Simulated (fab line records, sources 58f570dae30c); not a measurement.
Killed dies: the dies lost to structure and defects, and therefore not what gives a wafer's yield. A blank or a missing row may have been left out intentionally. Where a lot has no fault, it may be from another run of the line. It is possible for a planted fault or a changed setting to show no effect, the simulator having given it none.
The tool behind it: which one? / flow berkeleyCmos170 / 15 lots, 45 wafers sampled, at 6 steps of a route of 331

WHAT THE GAUGES READ, wafer by wafer
UCB170_ACTIVE_THK_MEAS_06. Usual: ACTIVE_NITRIDE_THK typically reads 220.7 nm, with standard deviation 2.
lot=L368; measured=day 4 12:37; on=filmMetro-01; ACTIVE_NITRIDE_THK (nm)=220.1 219.6 219.0; flag=
lot=L369; measured=day 5 06:18; on=filmMetro-04; ACTIVE_NITRIDE_THK (nm)=219.0 219.9 219.0; flag=
lot=L371; measured=day 5 12:04; on=filmMetro-01; ACTIVE_NITRIDE_THK (nm)=220.8 221.8 220.5; flag=
lot=L372; measured=day 5 12:02; on=filmMetro-03; ACTIVE_NITRIDE_THK (nm)=219.5 219.0 218.8; flag=
lot=L373; measured=day 6 03:59; on=filmMetro-01; ACTIVE_NITRIDE_THK (nm)=220.3 220.3 219.7; flag=
lot=L374; measured=day 6 03:59; on=filmMetro-03; ACTIVE_NITRIDE_THK (nm)=219.7 220.0 218.2; flag=
lot=L375; measured=day 6 04:01; on=filmMetro-04; ACTIVE_NITRIDE_THK (nm)=221.1 219.6 219.6; flag=
lot=L376; measured=day 6 04:03; on=filmMetro-04; ACTIVE_NITRIDE_THK (nm)=219.4 217.4 219.8; flag=
lot=L378; measured=day 6 13:58; on=filmMetro-04; ACTIVE_NITRIDE_THK (nm)=220.7 219.4 218.7; flag=
lot=L379; measured=day 6 13:58; on=filmMetro-01; ACTIVE_NITRIDE_THK (nm)=217.2 218.3 219.4; flag=
lot=L381; measured=day 7 11:38; on=filmMetro-04; ACTIVE_NITRIDE_THK (nm)=217.7 219.6 217.8; flag=
lot=L382; measured=day 7 18:38; on=filmMetro-04; ACTIVE_NITRIDE_THK (nm)=327.4 327.0 326.3; flag=OFF
lot=L383; measured=day 7 18:38; on=filmMetro-01; ACTIVE_NITRIDE_THK (nm)=328.6 327.2 328.0; flag=OFF
lot=L384; measured=day 7 18:39; on=filmMetro-03; ACTIVE_NITRIDE_THK (nm)=327.0 327.8 327.4; flag=OFF
lot=L385; measured=day 8 00:43; on=filmMetro-01; ACTIVE_NITRIDE_THK (nm)=222.5 222.3 221.2; flag=

UCB170_SDANNEAL_RS_MEAS_03: uses a four-point probe to measure. Usual: NSD_RS typically reads 37.18 ohm/sq, with standard deviation 0.11.
lot=L368; measured=day 7 07:38; on=filmMetro-04; NSD_RS (ohm/sq)=37.18 37.19 37.03; flag=
lot=L369; measured=day 8 06:10; on=filmMetro-03; NSD_RS (ohm/sq)=37.13 37.15 37.16; flag=
lot=L371; measured=day 8 11:42; on=filmMetro-04; NSD_RS (ohm/sq)=37.06 37.05 37.15; flag=
lot=L372; measured=day 8 12:08; on=filmMetro-04; NSD_RS (ohm/sq)=37.13 36.98 37.08; flag=
lot=L373; measured=day 9 08:57; on=filmMetro-01; NSD_RS (ohm/sq)=37.19 37.25 37.18; flag=
lot=L374; measured=day 9 08:28; on=filmMetro-01; NSD_RS (ohm/sq)=37.24 37.05 37.06; flag=
lot=L375; measured=day 9 08:31; on=filmMetro-03; NSD_RS (ohm/sq)=37.28 37.22 37.24; flag=
lot=L376; measured=day 9 08:40; on=filmMetro-04; NSD_RS (ohm/sq)=37.19 37.26 37.21; flag=
lot=L378; measured=day 9 12:19; on=filmMetro-01; NSD_RS (ohm/sq)=37.06 37.06 37.12; flag=
lot=L379; measured=day 9 12:43; on=filmMetro-04; NSD_RS (ohm/sq)=37.30 37.13 37.09; flag=
lot=L381; measured=day 10 16:18; on=filmMetro-04; NSD_RS (ohm/sq)=36.99 37.13 36.98; flag=
lot=L383; measured=day 10 21:04; on=filmMetro-04; NSD_RS (ohm/sq)=37.13; flag=
lot=L385; measured=day 10 20:45; on=filmMetro-01; NSD_RS (ohm/sq)=37.05 37.06 37.09; flag=

UCB170_V1_CD_MEAS_90: target cd 700 nm. Usual: cdNm 700.3 nm, standard deviation 1.6.
lot=L368; measured=day 7 22:15; on=cdSem-01; cdNm (nm)=700.8 697.8 699.9; flag=
lot=L369; measured=day 8 18:22; on=cdSem-01; cdNm (nm)=700.6 699.0 699.8; flag=
lot=L371; measured=day 9 00:40; on=cdSem-01; cdNm (nm)=701.7 700.6 702.2; flag=
lot=L372; measured=day 9 03:26; on=cdSem-02; cdNm (nm)=699.8 702.1 702.3; flag=
lot=L373; measured=day 10 00:41; on=cdSem-02; cdNm (nm)=698.8 699.8 701.4; flag=
lot=L374; measured=day 10 00:25; on=cdSem-01; cdNm (nm)=702.2 701.3 701.2; flag=
lot=L375; measured=day 10 00:35; on=cdSem-01; cdNm (nm)=700.7 701.8 700.9; flag=
lot=L376; measured=day 10 00:59; on=cdSem-01; cdNm (nm)=698.5 699.8 699.0; flag=
lot=L378; measured=day 10 09:59; on=cdSem-01; cdNm (nm)=702.0 702.9 703.9; flag=
lot=L379; measured=day 10 10:14; on=cdSem-01; cdNm (nm)=699.2 698.8 698.8; flag=
lot=L381; measured=day 11 05:04; on=cdSem-01; cdNm (nm)=700.4 700.3 701.3; flag=
lot=L383; measured=day 11 12:49; on=cdSem-01; cdNm (nm)=698.9; flag=
lot=L385; measured=day 11 11:59; on=cdSem-02; cdNm (nm)=704.2 704.7 704.3; flag=

WHICH TOOL RAN EACH LOT (tool, then ch and the chambers of the sampled wafers, then the start)
lot=L368; UCB170_ACTIVE_CVD_05=lpcvd-02 ch 0, day 4 10:42; UCB170_ACTIVE_ETCH_15=rieDiel-03 ch 0,1,3, day 4 14:05; UCB170_CONTACT_STRIP_06=plasmaAsher-03 ch 0,1, day 7 12:19
lot=L369; UCB170_ACTIVE_CVD_05=lpcvd-01 ch 0, day 5 04:22; UCB170_ACTIVE_ETCH_15=rieDiel-03 ch 0,2,3, day 5 08:16; UCB170_CONTACT_STRIP_06=plasmaAsher-04 ch 0,1, day 8 09:23
lot=L371; UCB170_ACTIVE_CVD_05=lpcvd-01 ch 0, day 5 10:07; UCB170_ACTIVE_ETCH_15=rieDiel-01 ch 0,1,2, day 5 13:39; UCB170_CONTACT_STRIP_06=plasmaAsher-03 ch 0,1, day 8 14:55
lot=L372; UCB170_ACTIVE_CVD_05=lpcvd-01 ch 1, day 5 10:07; UCB170_ACTIVE_ETCH_15=rieDiel-02 ch 0,1,2, day 5 13:22; UCB170_CONTACT_STRIP_06=plasmaAsher-01 ch 0,1, day 8 15:21
lot=L373; UCB170_ACTIVE_CVD_05=lpcvd-02 ch 1, day 6 02:04; UCB170_ACTIVE_ETCH_15=rieDiel-02 ch 1,2,3, day 6 05:52; UCB170_CONTACT_STRIP_06=plasmaAsher-04 ch 0,1, day 9 13:45
lot=L374; UCB170_ACTIVE_CVD_05=lpcvd-02 ch 0, day 6 02:04; UCB170_ACTIVE_ETCH_15=rieDiel-01 ch 0,2,3, day 6 06:08; UCB170_CONTACT_STRIP_06=plasmaAsher-03 ch 0, day 9 11:40
lot=L375; UCB170_ACTIVE_CVD_05=lpcvd-02 ch 1, day 6 02:04; UCB170_ACTIVE_ETCH_15=rieDiel-03 ch 1,2, day 6 05:54; UCB170_CONTACT_STRIP_06=plasmaAsher-04 ch 0,1, day 9 11:43
lot=L376; UCB170_ACTIVE_CVD_05=lpcvd-02 ch 1, day 6 02:04; UCB170_ACTIVE_ETCH_15=rieDiel-02 ch 1,2,3, day 6 06:11; UCB170_CONTACT_STRIP_06=plasmaAsher-03 ch 0,1, day 9 12:07
lot=L378; UCB170_ACTIVE_CVD_05=lpcvd-01 ch 1, day 6 12:01; UCB170_ACTIVE_ETCH_15=rieDiel-03 ch 0,1,3, day 6 15:22; UCB170_CONTACT_STRIP_06=plasmaAsher-01 ch 0,1, day 9 17:04
lot=L379; UCB170_ACTIVE_CVD_05=lpcvd-01 ch 0, day 6 12:01; UCB170_ACTIVE_ETCH_15=rieDiel-01 ch 0,2,3, day 6 15:31; UCB170_CONTACT_STRIP_06=plasmaAsher-03 ch 0,1, day 9 17:11
lot=L381; UCB170_ACTIVE_CVD_05=lpcvd-01 ch 1, day 7 09:42; UCB170_ACTIVE_ETCH_15=rieDiel-02 ch 1,2, day 7 12:52; UCB170_CONTACT_STRIP_06=plasmaAsher-03 ch 0,1, day 10 19:37
lot=L382; UCB170_ACTIVE_CVD_05=lpcvd-01 ch 1, day 7 16:43; UCB170_ACTIVE_ETCH_15=rieDiel-03 ch 0,1,2, day 7 19:49; UCB170_CONTACT_STRIP_06=-
lot=L383; UCB170_ACTIVE_CVD_05=lpcvd-01 ch 1, day 7 16:43; UCB170_ACTIVE_ETCH_15=rieDiel-02 ch 1,2,3, day 7 20:29; UCB170_CONTACT_STRIP_06=plasmaAsher-03 ch 0, day 11 01:07
lot=L384; UCB170_ACTIVE_CVD_05=lpcvd-01 ch 1, day 7 16:43; UCB170_ACTIVE_ETCH_15=rieDiel-01 ch 1,2,3, day 7 20:46; UCB170_CONTACT_STRIP_06=-
lot=L385; UCB170_ACTIVE_CVD_05=lpcvd-02 ch 1, day 7 22:49; UCB170_ACTIVE_ETCH_15=rieDiel-02 ch 0,2, day 8 01:55; UCB170_CONTACT_STRIP_06=plasmaAsher-04 ch 0,1, day 11 01:07
- UCB170_ACTIVE_CVD_05: deposits Si3N4 from SiH2Cl2/NH3, target thk 220 nm, time 3300 s.
- UCB170_ACTIVE_ETCH_15: etches Si3N4 in CH3F/Ar/O2, stops on SiO2, target depth 242 nm, time 151 s.
- UCB170_CONTACT_STRIP_06: strips in O2.

AS READ BY THE TOOLS THEMSELVES (means over the sampled wafers that have a number; for cases with no such wafer, the mark the record gives instead)
UCB170_ACTIVE_CVD_05. Usual: zonePowerSourcePct 19.0 %, standard deviation 2.8.
lot=L368; tool=lpcvd-02; zonePowerSourcePct (%)=24.5; flag=
lot=L369; tool=lpcvd-01; zonePowerSourcePct (%)=20.5; flag=
lot=L371; tool=lpcvd-01; zonePowerSourcePct (%)=20.5; flag=
lot=L372; tool=lpcvd-01; zonePowerSourcePct (%)=16.7; flag=
lot=L373; tool=lpcvd-02; zonePowerSourcePct (%)=17.2; flag=
lot=L374; tool=lpcvd-02; zonePowerSourcePct (%)=24.6; flag=
lot=L375; tool=lpcvd-02; zonePowerSourcePct (%)=17.4; flag=
lot=L376; tool=lpcvd-02; zonePowerSourcePct (%)=17.3; flag=
lot=L378; tool=lpcvd-01; zonePowerSourcePct (%)=16.8; flag=
lot=L379; tool=lpcvd-01; zonePowerSourcePct (%)=20.5; flag=
lot=L381; tool=lpcvd-01; zonePowerSourcePct (%)=16.5; flag=
lot=L382; tool=lpcvd-01; zonePowerSourcePct (%)=16.8; flag=
lot=L383; tool=lpcvd-01; zonePowerSourcePct (%)=16.7; flag=
lot=L384; tool=lpcvd-01; zonePowerSourcePct (%)=16.7; flag=
lot=L385; tool=lpcvd-02; zonePowerSourcePct (%)=17.4; flag=

UCB170_ACTIVE_ETCH_15. Usual: drypumpMotorCurrentA 5.9 A, standard deviation 0.55; oesProductAu 0.936 a.u., standard deviation 0.012; throttleValvePct 7.98 %, standard deviation 0.11.
lot=L368; tool=rieDiel-03; drypumpMotorCurrentA (A)=5.4; oesProductAu (a.u.)=0.938; throttleValvePct (%)=7.97; flag=
lot=L369; tool=rieDiel-03; drypumpMotorCurrentA (A)=5.2; oesProductAu (a.u.)=0.932; throttleValvePct (%)=7.95; flag=
lot=L371; tool=rieDiel-01; drypumpMotorCurrentA (A)=6.0; oesProductAu (a.u.)=0.941; throttleValvePct (%)=8.02; flag=
lot=L372; tool=rieDiel-02; drypumpMotorCurrentA (A)=6.2; oesProductAu (a.u.)=0.937; throttleValvePct (%)=7.98; flag=
lot=L373; tool=rieDiel-02; drypumpMotorCurrentA (A)=6.1; oesProductAu (a.u.)=0.930; throttleValvePct (%)=8.02; flag=
lot=L374; tool=rieDiel-01; drypumpMotorCurrentA (A)=6.0; oesProductAu (a.u.)=0.927; throttleValvePct (%)=8.04; flag=
lot=L375; tool=rieDiel-03; drypumpMotorCurrentA (A)=5.4; oesProductAu (a.u.)=0.935; throttleValvePct (%)=7.92; flag=
lot=L376; tool=rieDiel-02; drypumpMotorCurrentA (A)=6.1; oesProductAu (a.u.)=0.930; throttleValvePct (%)=8.02; flag=
lot=L378; tool=rieDiel-03; drypumpMotorCurrentA (A)=5.4; oesProductAu (a.u.)=0.936; throttleValvePct (%)=7.97; flag=
lot=L379; tool=rieDiel-01; drypumpMotorCurrentA (A)=6.0; oesProductAu (a.u.)=0.923; throttleValvePct (%)=8.04; flag=
lot=L381; tool=rieDiel-02; drypumpMotorCurrentA (A)=6.1; oesProductAu (a.u.)=0.933; throttleValvePct (%)=8.00; flag=
lot=L382; tool=rieDiel-03; drypumpMotorCurrentA (A)=5.2; oesProductAu (a.u.)=0.978; throttleValvePct (%)=8.01; flag=OFF
lot=L383; tool=rieDiel-02; drypumpMotorCurrentA (A)=6.1; oesProductAu (a.u.)=0.984; throttleValvePct (%)=8.02; flag=OFF
lot=L384; tool=rieDiel-01; drypumpMotorCurrentA (A)=5.8; oesProductAu (a.u.)=0.985; throttleValvePct (%)=8.03; flag=OFF
lot=L385; tool=rieDiel-02; drypumpMotorCurrentA (A)=6.4; oesProductAu (a.u.)=0.930; throttleValvePct (%)=7.87; flag=

UCB170_CONTACT_STRIP_06. Usual: drypumpMotorCurrentA 5.7 A, standard deviation 0.69; oesProductAu 0.735 a.u., standard deviation 0.0044; stripTimeToEndpointS 22.01 s, standard deviation 0.058.
lot=L368; tool=plasmaAsher-03; drypumpMotorCurrentA (A)=5.3; oesProductAu (a.u.)=0.738; stripTimeToEndpointS (s)=21.97; flag=
lot=L369; tool=plasmaAsher-04; drypumpMotorCurrentA (A)=6.1; oesProductAu (a.u.)=0.734; stripTimeToEndpointS (s)=21.98; flag=
lot=L371; tool=plasmaAsher-03; drypumpMotorCurrentA (A)=5.7; oesProductAu (a.u.)=0.735; stripTimeToEndpointS (s)=21.99; flag=
lot=L372; tool=plasmaAsher-01; drypumpMotorCurrentA (A)=5.5; oesProductAu (a.u.)=0.739; stripTimeToEndpointS (s)=22.06; flag=
lot=L373; tool=plasmaAsher-04; drypumpMotorCurrentA (A)=5.6; oesProductAu (a.u.)=0.734; stripTimeToEndpointS (s)=22.04; flag=
lot=L374; tool=plasmaAsher-03; drypumpMotorCurrentA (A)=4.9; oesProductAu (a.u.)=0.736; stripTimeToEndpointS (s)=22.08; flag=
lot=L375; tool=plasmaAsher-04; drypumpMotorCurrentA (A)=6.1; oesProductAu (a.u.)=0.727; stripTimeToEndpointS (s)=21.96; flag=
lot=L376; tool=plasmaAsher-03; drypumpMotorCurrentA (A)=5.7; oesProductAu (a.u.)=0.734; stripTimeToEndpointS (s)=22.11; flag=
lot=L378; tool=plasmaAsher-01; drypumpMotorCurrentA (A)=6.0; oesProductAu (a.u.)=0.734; stripTimeToEndpointS (s)=21.90; flag=
lot=L379; tool=plasmaAsher-03; drypumpMotorCurrentA (A)=5.6; oesProductAu (a.u.)=0.735; stripTimeToEndpointS (s)=22.05; flag=
lot=L381; tool=plasmaAsher-03; drypumpMotorCurrentA (A)=5.3; oesProductAu (a.u.)=0.736; stripTimeToEndpointS (s)=21.96; flag=
lot=L383; tool=plasmaAsher-03; drypumpMotorCurrentA (A)=4.9; oesProductAu (a.u.)=0.733; stripTimeToEndpointS (s)=21.99; flag=
lot=L385; tool=plasmaAsher-04; drypumpMotorCurrentA (A)=6.1; oesProductAu (a.u.)=0.735; stripTimeToEndpointS (s)=21.99; flag=

THE ANSWER, worked out from the rows above alone
Rule: a lot counts as off when the mean over its wafers that have a number is more than 3 standard deviations away from the usual mean. Also off: a lot with no number at a reading for which 4 or more lots have one. Any other lot the step has rows for is counted as sound. First the gauges in route order, then the tools' own readings, where a lot's mean is used as printed above. At the first step where some lot is off, the reading lying furthest off is the one used; lots without a number count as furthest.
Off: L382, L383, L384, at UCB170_ACTIVE_THK_MEAS_06 (ACTIVE_NITRIDE_THK).
A tool fits if, at a process step before that reading, it ran every lot that is off, and no sound lot after the first of them. Not tried: the gauges at UCB170_ACTIVE_THK_MEAS_06; whatever is off there is also off at UCB170_ACTIVE_ETCH_15, on other tools, and gauge error can't account for it. One fits: UCB170_ACTIVE_CVD_05 on lpcvd-01. A fault onset in the window from L381 (day 7 09:42, its last sound lot) to L382 (day 7 16:43, its first lot off) fits.

WHAT THE SIMULATOR HAD PUT IN
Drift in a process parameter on lpcvd-01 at UCB170_ACTIVE_CVD_05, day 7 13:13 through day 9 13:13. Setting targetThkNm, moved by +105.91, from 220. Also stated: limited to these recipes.
Struck lots among those shown: L382, L383, L384. Same finding as the rule above.
